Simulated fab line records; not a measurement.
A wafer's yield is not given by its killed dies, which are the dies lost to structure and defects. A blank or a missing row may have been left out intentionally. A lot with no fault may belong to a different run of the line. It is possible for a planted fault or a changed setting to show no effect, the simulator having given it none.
2 desks, one fault + flow berkeley cmos170 + numbers are kept per desk, each desk with only its own; the story behind them comes last

## FOR THE TOOL OWNER'S DESK: krf scanner-01
The tool's own readings at UCB170_ACTIVE_EXPOSE_10 (exposes mask ACTIVE, target cd 1200 nm): means of the sampled wafers that have a number, for each lot that ran on this tool. Any lot whose mean is over 4 standard deviations away from the usual mean is out of limits and marked OUT; that distance is given in the brackets.
Columns: A = exposure dose mJ cm2 at UCB170_ACTIVE_EXPOSE_10, usual 19.921
| lot  | first seen here | A                 |
|------|-----------------|-------------------|
| L947 | day 6 02:03     | 19.938            |
| L948 | day 6 10:40     | 19.910            |
| L951 | day 6 17:01     | 19.907            |
| L950 | day 6 17:31     | 19.903            |
| L954 | day 7 04:47     | 19.894            |
| L953 | day 7 11:55     | 19.906            |
| L964 | day 10 03:13    | 19.843 (-4.4) OUT |
This desk's verdict: out of limits on L964, starting with L964 at day 10 03:13 (exposure dose mJ cm2 at UCB170_ACTIVE_EXPOSE_10). In limits: L947, L948, L951, L950, L954, L953.

## THE METROLOGY DESK
Lot by lot, what the gauges showed, no matter which tool ran the lot: averages of those sampled wafers that carry a number. Any lot whose mean is over 4 standard deviations away from the usual mean is out of limits and marked OUT; that distance is given in the brackets.
Columns: A = NWELL_OXIDE_THK at UCB170_NWELL_THK_MEAS_02, usual 26.5 nm; B = NWELL_NITRIDE_THK at UCB170_NWELL_THK_MEAS_05, usual 222.8 nm; C = M3_BOW at UCB170_M3_BOW_MEAS_20, usual 35 um
| lot  | first seen here | A    | B     | C  |
|------|-----------------|------|-------|----|
| L943 | day 1 23:44     | 27.5 | 221.5 | 29 |
| L944 | day 2 11:20     | 26.9 | 223.2 | 36 |
| L945 | day 2 11:20     | 26.6 | 221.6 | 29 |
| L946 | day 3 05:19     | 26.8 | 221.1 | 38 |
| L947 | day 3 05:19     | 27.2 | 222.4 | 39 |
| L948 | day 3 15:06     | 26.7 | 223.6 | 33 |
| L951 | day 3 23:22     | 26.7 | 220.4 | 37 |
| L950 | day 3 23:22     | 27.2 | 220.2 | 38 |
| L952 | day 3 23:23     | 27.1 | 222.5 | 37 |
| L953 | day 4 08:58     | 27.1 | 219.9 | 39 |
| L954 | day 4 08:58     | 26.7 | 221.3 | 29 |
| L956 | day 4 23:22     | 26.4 | 225.8 | 32 |
| L964 | day 6 16:17     | 26.1 | 224.6 | 38 |
This desk's finding: nothing out of limits on any of the 13 lots.

## BROUGHT TOGETHER
An alarm could have come from the tool owner's desk at day 10 03:13, on L964.
Metrology desk: nothing out of limits seen.
The metrology desk holds a record of L964, inside its limits.
All the named lots went through UCB170_ACTIVE_EXPOSE_10 on krf scanner-01.

## WHAT THE SIMULATOR PUT IN
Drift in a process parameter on krf scanner-01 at UCB170_ACTIVE_EXPOSE_10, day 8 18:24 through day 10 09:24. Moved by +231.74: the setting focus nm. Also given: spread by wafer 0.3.
Struck lots among those shown: L964.
How many hours passed from the start of the fault until each desk's first out-of-limits reading: the tool owner's desk, 33.
